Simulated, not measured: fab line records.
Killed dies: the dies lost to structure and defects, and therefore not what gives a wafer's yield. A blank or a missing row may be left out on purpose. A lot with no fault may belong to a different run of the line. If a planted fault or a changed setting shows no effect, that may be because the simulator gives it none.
Split-lot study -- flow berkeley cmos170 -- 5 lots, 23 wafers read, on a route of 331 steps

== ABOUT THE SPLIT ==
At UCB170_M2_PEB_13, the setting peb temp c was moved away from the recipe's 130 C on 7 of the 23 wafers read, by -2.5% to +1.8%. The other wafers ran this setting at the recipe's value.

== FROM THE SPLIT TO THE READING: what the file shows between them, 5 steps ==
- UCB170_M2_DEVELOP_14: develop time 45 s (also split here: develop time s)
- UCB170_M2_CD_MEAS_15: target cd 700 nm
- UCB170_M2_ETCH_17: etches BARC in N2/H2
- UCB170_M2_METAL_ETCH_18: etches Al in Cl2/BCl3, stops on SiO2, target depth 1170 nm, time 195 s
- UCB170_M2_STRIP_19: strips in O2

== THE READING ==
Shown in nm: cd nm at UCB170_M2_CD_MEAS_90, with target cd 700 nm. Typical for fault-free wafers on this fab line: 701.9 nm, with standard deviation 2.8 nm.

wafer,"tool, chamber at the split","peb temp c as run, C",against the recipe,"cd nm, nm",against lot-mates on the recipe
L076.1,"litho track-04, 0",130,recipe,703.8,-
L076.2,"litho track-04, 0",132.3,+1.8%,691.4,-11.5
L076.4,"litho track-04, 0",130,recipe,700.1,-
L076.5,"litho track-04, 0",132.3,+1.8%,689.8,-13.1
L076.6,"litho track-04, 0",130,recipe,704.8,-
L078.1,"litho track-04, 0",130,recipe,705.1,-
L078.3,"litho track-04, 0",130,recipe,705.7,-
L078.4,"litho track-04, 0",130,recipe,701.9,-
L078.5,"litho track-04, 0",130,recipe,705.0,-
L078.6,"litho track-04, 0",130,recipe,706.0,-
L084.1,"litho track-04, 0",130,recipe,700.6,-
L084.3,"litho track-04, 0",130,recipe,700.0,-
L084.6,"litho track-04, 0",130,recipe,701.6,-
L082.1,"litho track-02, 0",128.7,-1.0%,713.4,+9.4
L082.2,"litho track-02, 0",130,recipe,704.3,-
L082.3,"litho track-02, 0",128.7,-1.0%,713.9,+9.9
L082.4,"litho track-02, 0",130,recipe,703.7,-
L082.5,"litho track-02, 0",128.7,-1.0%,713.1,+9.1
L083.1,"litho track-04, 0",130,recipe,700.7,-
L083.2,"litho track-04, 0",126.7,-2.5%,722.4,+21.0
L083.3,"litho track-04, 0",130,recipe,703.3,-
L083.5,"litho track-04, 0",126.7,-2.5%,729.2,+27.8
L083.6,"litho track-04, 0",130,recipe,700.1,-

THE FIT
A straight line over all 23 wafers: cd nm changes by -8.52 nm for each +1% of peb temp c; r = -0.96; the points scatter about the line by 2.4 nm.
The same after taking each lot's own level away (the mean of its wafers on the recipe; 23 wafers): -8.73 nm for each +1%; r = -0.98; scatter 1.9 nm.
The reading moves by 22 nm for the largest change in peb temp c, on that fit.
From 700.73 to 704.74 nm: that is the span of the lots' own levels, equal to 1.4 times the standard deviation above.
So the lot-to-lot level changes the slope little: the two slopes agree.
Check: +23.5 nm against its lot-mates is what the line predicts for one of the wafers moved furthest among these (-2.5%) when that wafer is left out of the fit. It came out at +21 nm against them.

== ADDITIONAL SPLITS CARRIED BY THESE WAFERS ==
Before the reading, these wafers also passed through other splits. Each is held against what the fit with the lots' levels taken away leaves over:
other split on the same wafers,wafers away from the commonest value,r with cd nm (lot level and that fit taken away)
UCB170_CONTACT_EXPOSE_12 dose mj,9,-0.05
UCB170_V1_ETCH_14 time s,7,+0.33
UCB170_M2_DEVELOP_14 develop time s,3,-0.21

== THE WHOLE CHAIN: every reading that the file lists as answering this split, in the file's order ==
step,what it does,reading,change (the file's fit),r (the file's)
UCB170_M2_CD_MEAS_15,target cd 700 nm,cd nm,-9.19 nm for each +1% of the setting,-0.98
UCB170_M2_ETCH_17,etches BARC in N2/H2,"M2.cd nm (the simulator's own value, which no gauge read)",-8.71 nm for each +1% of the setting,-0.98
UCB170_M2_METAL_ETCH_18,"etches Al in Cl2/BCl3, stops on SiO2, target depth 1170 nm, time 195 s","M2.cd nm (the simulator's own value, which no gauge read)",-8.93 nm for each +1% of the setting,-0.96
UCB170_M2_CD_MEAS_90,target cd 700 nm,cd nm,-8.82 nm for each +1% of the setting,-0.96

== THE FILE'S OWN FIT ==
cd nm changes by -8.82 nm for each +1% of peb temp c, r = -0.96.
